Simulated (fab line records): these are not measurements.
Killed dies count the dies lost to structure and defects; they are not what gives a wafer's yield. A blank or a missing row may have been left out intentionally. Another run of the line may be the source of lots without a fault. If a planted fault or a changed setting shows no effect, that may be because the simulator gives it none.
Which tool was responsible? || flow berkeley-cmos170 || 14 lots, 42 wafers sampled, at 6 steps of a route of 331

== WHAT THE GAUGES READ, wafer by wafer ==
UCB170_GATE_THK_MEAS_02.
{"lot": "L508", "measured": "day 6 05:13", "on": "film-metro-04", "GATE_OXIDE_THK (nm)": "6.31 6.48 6.31"}
{"lot": "L509", "measured": "day 6 16:35", "on": "film-metro-01", "GATE_OXIDE_THK (nm)": "6.49 6.50 6.57"}
{"lot": "L511", "measured": "day 6 18:13", "on": "film-metro-01", "GATE_OXIDE_THK (nm)": "6.44 6.47 6.34"}
{"lot": "L510", "measured": "day 6 18:13", "on": "film-metro-03", "GATE_OXIDE_THK (nm)": "6.47 6.68 6.64"}
{"lot": "L512", "measured": "day 6 18:13", "on": "film-metro-04", "GATE_OXIDE_THK (nm)": "6.74 6.78 6.89"}
{"lot": "L513", "measured": "day 7 15:53", "on": "film-metro-04", "GATE_OXIDE_THK (nm)": "6.72 6.82 6.68"}
{"lot": "L514", "measured": "day 7 22:34", "on": "film-metro-03", "GATE_OXIDE_THK (nm)": "6.65 6.77 6.63"}
{"lot": "L515", "measured": "day 7 22:36", "on": "film-metro-01", "GATE_OXIDE_THK (nm)": "6.56 6.48 6.49"}
{"lot": "L520", "measured": "day 8 17:17", "on": "film-metro-04", "GATE_OXIDE_THK (nm)": "6.55 6.50 6.66"}
{"lot": "L518", "measured": "day 8 17:20", "on": "film-metro-04", "GATE_OXIDE_THK (nm)": "6.60 6.65 6.69"}
{"lot": "L528", "measured": "day 10 07:50", "on": "film-metro-03", "GATE_OXIDE_THK (nm)": "6.42 6.57 6.45"}
{"lot": "L530", "measured": "day 10 07:51", "on": "film-metro-01", "GATE_OXIDE_THK (nm)": "6.69 6.72 6.67"}
{"lot": "L529", "measured": "day 10 07:52", "on": "film-metro-04", "GATE_OXIDE_THK (nm)": "6.44 6.55 6.60"}
{"lot": "L531", "measured": "day 11 01:29", "on": "film-metro-04", "GATE_OXIDE_THK (nm)": "6.66 6.56 6.75"}

UCB170_NSD_TW_MEAS_10.
{"lot": "L508", "measured": "day 7 03:55", "on": "film-metro-01", "NSD_TW": "4214 4229 4218"}
{"lot": "L509", "measured": "day 7 14:01", "on": "film-metro-01", "NSD_TW": "4235 4229 4212"}
{"lot": "L511", "measured": "day 7 14:08", "on": "film-metro-03", "NSD_TW": "4227 4223 4216"}
{"lot": "L510", "measured": "day 7 14:23", "on": "film-metro-01", "NSD_TW": "4236 4214 4220"}
{"lot": "L512", "measured": "day 7 14:39", "on": "film-metro-03", "NSD_TW": "4223 4214 4187"}
{"lot": "L513", "measured": "day 8 12:01", "on": "film-metro-01", "NSD_TW": "4241 4244 4244"}
{"lot": "L514", "measured": "day 8 19:36", "on": "film-metro-03", "NSD_TW": "4188 4197 4225"}
{"lot": "L515", "measured": "day 8 19:17", "on": "film-metro-01", "NSD_TW": "4238 4230 4257"}
{"lot": "L520", "measured": "day 9 14:47", "on": "film-metro-01", "NSD_TW": "4481 4479 4456"}
{"lot": "L518", "measured": "day 9 15:33", "on": "film-metro-02", "NSD_TW": "4392 4344 4387"}
{"lot": "L528", "measured": "day 11 04:29", "on": "film-metro-03", "NSD_TW": "4236 4247 4226"}
{"lot": "L530", "measured": "day 11 04:29", "on": "film-metro-01", "NSD_TW": "4239 4243 4210"}
{"lot": "L529", "measured": "day 11 04:44", "on": "film-metro-01", "NSD_TW": "4264 4255 4248"}
{"lot": "L531", "measured": "day 11 21:34", "on": "film-metro-02", "NSD_TW": "4188 4200 4165"}

UCB170_SDANNEAL_RS_MEAS_03: the measuring method here is four-point-probe.
{"lot": "L508", "measured": "day 7 05:53", "on": "film-metro-03", "NSD_RS (ohm/sq)": "37.24 37.13 37.23"}
{"lot": "L509", "measured": "day 7 15:19", "on": "film-metro-01", "NSD_RS (ohm/sq)": "37.32 37.21 37.35"}
{"lot": "L511", "measured": "day 7 16:07", "on": "film-metro-03", "NSD_RS (ohm/sq)": "37.05 37.22 37.15"}
{"lot": "L510", "measured": "day 7 15:59", "on": "film-metro-01", "NSD_RS (ohm/sq)": "37.24 37.11 37.15"}
{"lot": "L512", "measured": "day 7 16:35", "on": "film-metro-01", "NSD_RS (ohm/sq)": "37.39 37.41 37.42"}
{"lot": "L513", "measured": "day 8 13:20", "on": "film-metro-03", "NSD_RS (ohm/sq)": "37.26 37.09 37.22"}
{"lot": "L514", "measured": "day 8 20:58", "on": "film-metro-03", "NSD_RS (ohm/sq)": "37.12 37.14 37.17"}
{"lot": "L515", "measured": "day 8 20:43", "on": "film-metro-01", "NSD_RS (ohm/sq)": "37.22 37.26 37.32"}
{"lot": "L520", "measured": "day 9 16:07", "on": "film-metro-02", "NSD_RS (ohm/sq)": "30.02 30.11 30.07"}
{"lot": "L518", "measured": "day 9 17:08", "on": "film-metro-01", "NSD_RS (ohm/sq)": "30.05 30.10 30.04"}
{"lot": "L528", "measured": "day 11 05:43", "on": "film-metro-03", "NSD_RS (ohm/sq)": "37.15 37.17 37.14"}
{"lot": "L530", "measured": "day 11 05:50", "on": "film-metro-01", "NSD_RS (ohm/sq)": "37.08 37.07 37.02"}
{"lot": "L529", "measured": "day 11 05:58", "on": "film-metro-02", "NSD_RS (ohm/sq)": "37.16 37.09 37.01"}
{"lot": "L531", "measured": "day 11 23:25", "on": "film-metro-03", "NSD_RS (ohm/sq)": "37.12 37.15 37.05"}

== WHICH TOOL RAN EACH LOT (tool, then ch and the chambers of the sampled wafers, then the start) ==
{"lot": "L508", "UCB170_NSD_IMPLANT_08": "implanter-03 ch 0, day 7 03:40", "UCB170_NSD_STRIP_09": "plasma-asher-01 ch 0,1, day 7 03:49", "UCB170_BACKSIDE_STRIP_03": "plasma-asher-02 ch 0,1, day 7 05:10"}
{"lot": "L509", "UCB170_NSD_IMPLANT_08": "implanter-04 ch 0, day 7 13:47", "UCB170_NSD_STRIP_09": "plasma-asher-04 ch 0,1, day 7 13:55", "UCB170_BACKSIDE_STRIP_03": "plasma-asher-02 ch 0,1, day 7 14:41"}
{"lot": "L511", "UCB170_NSD_IMPLANT_08": "implanter-03 ch 0, day 7 13:53", "UCB170_NSD_STRIP_09": "plasma-asher-02 ch 0, day 7 14:02", "UCB170_BACKSIDE_STRIP_03": "plasma-asher-04 ch 0,1, day 7 15:25"}
{"lot": "L510", "UCB170_NSD_IMPLANT_08": "implanter-01 ch 0, day 7 14:08", "UCB170_NSD_STRIP_09": "plasma-asher-01 ch 0,1, day 7 14:16", "UCB170_BACKSIDE_STRIP_03": "plasma-asher-03 ch 0, day 7 15:27"}
{"lot": "L512", "UCB170_NSD_IMPLANT_08": "implanter-03 ch 0, day 7 14:25", "UCB170_NSD_STRIP_09": "plasma-asher-04 ch 0, day 7 14:32", "UCB170_BACKSIDE_STRIP_03": "plasma-asher-04 ch 1, day 7 15:46"}
{"lot": "L513", "UCB170_NSD_IMPLANT_08": "implanter-04 ch 0, day 8 11:47", "UCB170_NSD_STRIP_09": "plasma-asher-01 ch 1, day 8 11:55", "UCB170_BACKSIDE_STRIP_03": "plasma-asher-04 ch 0, day 8 12:46"}
{"lot": "L514", "UCB170_NSD_IMPLANT_08": "implanter-01 ch 0, day 8 19:23", "UCB170_NSD_STRIP_09": "plasma-asher-04 ch 0,1, day 8 19:30", "UCB170_BACKSIDE_STRIP_03": "plasma-asher-04 ch 0,1, day 8 20:22"}
{"lot": "L515", "UCB170_NSD_IMPLANT_08": "implanter-03 ch 0, day 8 19:02", "UCB170_NSD_STRIP_09": "plasma-asher-01 ch 0,1, day 8 19:11", "UCB170_BACKSIDE_STRIP_03": "plasma-asher-04 ch 0,1, day 8 20:09"}
{"lot": "L520", "UCB170_NSD_IMPLANT_08": "implanter-04 ch 0, day 9 13:59", "UCB170_NSD_STRIP_09": "plasma-asher-01 ch 0,1, day 9 14:41", "UCB170_BACKSIDE_STRIP_03": "plasma-asher-02 ch 0,1, day 9 15:32"}
{"lot": "L518", "UCB170_NSD_IMPLANT_08": "implanter-03 ch 0, day 9 14:58", "UCB170_NSD_STRIP_09": "plasma-asher-04 ch 0,1, day 9 15:27", "UCB170_BACKSIDE_STRIP_03": "plasma-asher-04 ch 0,1, day 9 16:35"}
{"lot": "L528", "UCB170_NSD_IMPLANT_08": "implanter-03 ch 0, day 11 04:14", "UCB170_NSD_STRIP_09": "plasma-asher-04 ch 0,1, day 11 04:23", "UCB170_BACKSIDE_STRIP_03": "plasma-asher-03 ch 0,1, day 11 05:11"}
{"lot": "L530", "UCB170_NSD_IMPLANT_08": "implanter-04 ch 0, day 11 04:16", "UCB170_NSD_STRIP_09": "plasma-asher-02 ch 0,1, day 11 04:23", "UCB170_BACKSIDE_STRIP_03": "plasma-asher-04 ch 0,1, day 11 05:10"}
{"lot": "L529", "UCB170_NSD_IMPLANT_08": "implanter-01 ch 0, day 11 04:31", "UCB170_NSD_STRIP_09": "plasma-asher-01 ch 0,1, day 11 04:38", "UCB170_BACKSIDE_STRIP_03": "plasma-asher-02 ch 0,1, day 11 05:25"}
{"lot": "L531", "UCB170_NSD_IMPLANT_08": "implanter-03 ch 0, day 11 21:19", "UCB170_NSD_STRIP_09": "plasma-asher-02 ch 0,1, day 11 21:28", "UCB170_BACKSIDE_STRIP_03": "plasma-asher-04 ch 0,1, day 11 22:54"}
- UCB170_NSD_IMPLANT_08
- UCB170_NSD_STRIP_09: strips in O2.
- UCB170_BACKSIDE_STRIP_03: strips in O2.

== AS READ BY THE TOOLS THEMSELVES (means over the sampled wafers that have a number; for cases with no such wafer, the mark the record gives instead) ==
UCB170_NSD_IMPLANT_08.
{"lot": "L508", "tool": "implanter-03", "beam-energy-keV": 39.993, "beam-on-s (s)": 10.13, "faraday-current-uA": 9129}
{"lot": "L509", "tool": "implanter-04", "beam-energy-keV": 39.995, "beam-on-s (s)": 10.23, "faraday-current-uA": 9030}
{"lot": "L511", "tool": "implanter-03", "beam-energy-keV": 39.997, "beam-on-s (s)": 9.97, "faraday-current-uA": 9294}
{"lot": "L510", "tool": "implanter-01", "beam-energy-keV": 40.000, "beam-on-s (s)": 10.15, "faraday-current-uA": 9125}
{"lot": "L512", "tool": "implanter-03", "beam-energy-keV": 40.002, "beam-on-s (s)": 9.92, "faraday-current-uA": 9328}
{"lot": "L513", "tool": "implanter-04", "beam-energy-keV": 39.986, "beam-on-s (s)": 10.26, "faraday-current-uA": 9053}
{"lot": "L514", "tool": "implanter-01", "beam-energy-keV": 40.011, "beam-on-s (s)": 9.87, "faraday-current-uA": 9379}
{"lot": "L515", "tool": "implanter-03", "beam-energy-keV": 39.995, "beam-on-s (s)": 9.95, "faraday-current-uA": 9290}
{"lot": "L520", "tool": "implanter-04", "beam-energy-keV": 40.010, "beam-on-s (s)": 10.00, "faraday-current-uA": 9264}
{"lot": "L518", "tool": "implanter-03", "beam-energy-keV": 40.000, "beam-on-s (s)": 10.21, "faraday-current-uA": 9082}
{"lot": "L528", "tool": "implanter-03", "beam-energy-keV": 40.006, "beam-on-s (s)": 10.02, "faraday-current-uA": 9233}
{"lot": "L530", "tool": "implanter-04", "beam-energy-keV": 40.005, "beam-on-s (s)": 9.91, "faraday-current-uA": 9348}
{"lot": "L529", "tool": "implanter-01", "beam-energy-keV": 39.998, "beam-on-s (s)": 9.92, "faraday-current-uA": 9320}
{"lot": "L531", "tool": "implanter-03", "beam-energy-keV": 40.000, "beam-on-s (s)": 9.87, "faraday-current-uA": 9372}

UCB170_NSD_STRIP_09.
{"lot": "L508", "tool": "plasma-asher-01", "drypump-motor-current-A (A)": 5.9, "oes-product-au (a.u.)": 0.532, "strip-time-to-endpoint-s (s)": 35.78}
{"lot": "L509", "tool": "plasma-asher-04", "drypump-motor-current-A (A)": 6.2, "oes-product-au (a.u.)": 0.531, "strip-time-to-endpoint-s (s)": 35.80}
{"lot": "L511", "tool": "plasma-asher-02", "drypump-motor-current-A (A)": 5.1, "oes-product-au (a.u.)": 0.535, "strip-time-to-endpoint-s (s)": 35.84}
{"lot": "L510", "tool": "plasma-asher-01", "drypump-motor-current-A (A)": 6.0, "oes-product-au (a.u.)": 0.537, "strip-time-to-endpoint-s (s)": 35.88}
{"lot": "L512", "tool": "plasma-asher-04", "drypump-motor-current-A (A)": 6.2, "oes-product-au (a.u.)": 0.533, "strip-time-to-endpoint-s (s)": 35.72}
{"lot": "L513", "tool": "plasma-asher-01", "drypump-motor-current-A (A)": 6.5, "oes-product-au (a.u.)": 0.537, "strip-time-to-endpoint-s (s)": 35.85}
{"lot": "L514", "tool": "plasma-asher-04", "drypump-motor-current-A (A)": 6.2, "oes-product-au (a.u.)": 0.538, "strip-time-to-endpoint-s (s)": 35.72}
{"lot": "L515", "tool": "plasma-asher-01", "drypump-motor-current-A (A)": 5.9, "oes-product-au (a.u.)": 0.532, "strip-time-to-endpoint-s (s)": 35.81}
{"lot": "L520", "tool": "plasma-asher-01", "drypump-motor-current-A (A)": 5.9, "oes-product-au (a.u.)": 0.483, "strip-time-to-endpoint-s (s)": 42.62}
{"lot": "L518", "tool": "plasma-asher-04", "drypump-motor-current-A (A)": 6.3, "oes-product-au (a.u.)": 0.486, "strip-time-to-endpoint-s (s)": 42.79}
{"lot": "L528", "tool": "plasma-asher-04", "drypump-motor-current-A (A)": 6.3, "oes-product-au (a.u.)": 0.537, "strip-time-to-endpoint-s (s)": 35.74}
{"lot": "L530", "tool": "plasma-asher-02", "drypump-motor-current-A (A)": 5.0, "oes-product-au (a.u.)": 0.532, "strip-time-to-endpoint-s (s)": 35.81}
{"lot": "L529", "tool": "plasma-asher-01", "drypump-motor-current-A (A)": 6.0, "oes-product-au (a.u.)": 0.529, "strip-time-to-endpoint-s (s)": 35.77}
{"lot": "L531", "tool": "plasma-asher-02", "drypump-motor-current-A (A)": 4.9, "oes-product-au (a.u.)": 0.532, "strip-time-to-endpoint-s (s)": 35.74}

UCB170_BACKSIDE_STRIP_03.
{"lot": "L508", "tool": "plasma-asher-02", "drypump-motor-current-A (A)": 5.0, "oes-product-au (a.u.)": 0.732, "strip-time-to-endpoint-s (s)": 21.86}
{"lot": "L509", "tool": "plasma-asher-02", "drypump-motor-current-A (A)": 5.1, "oes-product-au (a.u.)": 0.738, "strip-time-to-endpoint-s (s)": 22.03}
{"lot": "L511", "tool": "plasma-asher-04", "drypump-motor-current-A (A)": 6.3, "oes-product-au (a.u.)": 0.738, "strip-time-to-endpoint-s (s)": 21.92}
{"lot": "L510", "tool": "plasma-asher-03", "drypump-motor-current-A (A)": 5.2, "oes-product-au (a.u.)": 0.736, "strip-time-to-endpoint-s (s)": 22.07}
{"lot": "L512", "tool": "plasma-asher-04", "drypump-motor-current-A (A)": 6.3, "oes-product-au (a.u.)": 0.734, "strip-time-to-endpoint-s (s)": 21.93}
{"lot": "L513", "tool": "plasma-asher-04", "drypump-motor-current-A (A)": 6.2, "oes-product-au (a.u.)": 0.737, "strip-time-to-endpoint-s (s)": 21.91}
{"lot": "L514", "tool": "plasma-asher-04", "drypump-motor-current-A (A)": 6.3, "oes-product-au (a.u.)": 0.734, "strip-time-to-endpoint-s (s)": 22.02}
{"lot": "L515", "tool": "plasma-asher-04", "drypump-motor-current-A (A)": 6.2, "oes-product-au (a.u.)": 0.736, "strip-time-to-endpoint-s (s)": 21.91}
{"lot": "L520", "tool": "plasma-asher-02", "drypump-motor-current-A (A)": 5.0, "oes-product-au (a.u.)": 0.738, "strip-time-to-endpoint-s (s)": 22.03}
{"lot": "L518", "tool": "plasma-asher-04", "drypump-motor-current-A (A)": 6.3, "oes-product-au (a.u.)": 0.737, "strip-time-to-endpoint-s (s)": 21.94}
{"lot": "L528", "tool": "plasma-asher-03", "drypump-motor-current-A (A)": 5.2, "oes-product-au (a.u.)": 0.735, "strip-time-to-endpoint-s (s)": 22.11}
{"lot": "L530", "tool": "plasma-asher-04", "drypump-motor-current-A (A)": 6.3, "oes-product-au (a.u.)": 0.731, "strip-time-to-endpoint-s (s)": 21.90}
{"lot": "L529", "tool": "plasma-asher-02", "drypump-motor-current-A (A)": 5.0, "oes-product-au (a.u.)": 0.739, "strip-time-to-endpoint-s (s)": 21.97}
{"lot": "L531", "tool": "plasma-asher-04", "drypump-motor-current-A (A)": 6.2, "oes-product-au (a.u.)": 0.736, "strip-time-to-endpoint-s (s)": 21.99}

== THE ANSWER, worked out from the rows above alone ==
Rule: the lots themselves supply what counts as usual. Put in order of their means at a reading, lots are off if they are a third of the lots or fewer, leave a main group of 4 or more, and stand apart from it by a gap of 3 or more times the standard deviation of the main group's means; of several such gaps the widest counts. If all means in a main group match to the digits the tables above print for the reading, that group is not used. Also off: a lot with no number at a reading for which 4 or more lots have one. All remaining lots with rows at the step are treated as sound. The gauges are gone through in route order, then the tools' own readings, and for those a lot's mean is taken as printed above. The first step at which some lot is off is used, and at that step the reading that is off furthest; a lot without a number counts as furthest.
Off: L520, L518, at UCB170_NSD_TW_MEAS_10 (NSD_TW). Main group: mean 4224, sd 19.
If a tool, at a process step before that reading, ran all the lots that are off and no sound lot after the first of them, it fits. Not tried: the gauges at UCB170_NSD_TW_MEAS_10; whatever is off there is also off at UCB170_NSD_STRIP_09, on other tools, and gauge error can't account for it. No candidate that was tried fits.

== WHAT WAS PUT IN BY THE SIMULATOR ==
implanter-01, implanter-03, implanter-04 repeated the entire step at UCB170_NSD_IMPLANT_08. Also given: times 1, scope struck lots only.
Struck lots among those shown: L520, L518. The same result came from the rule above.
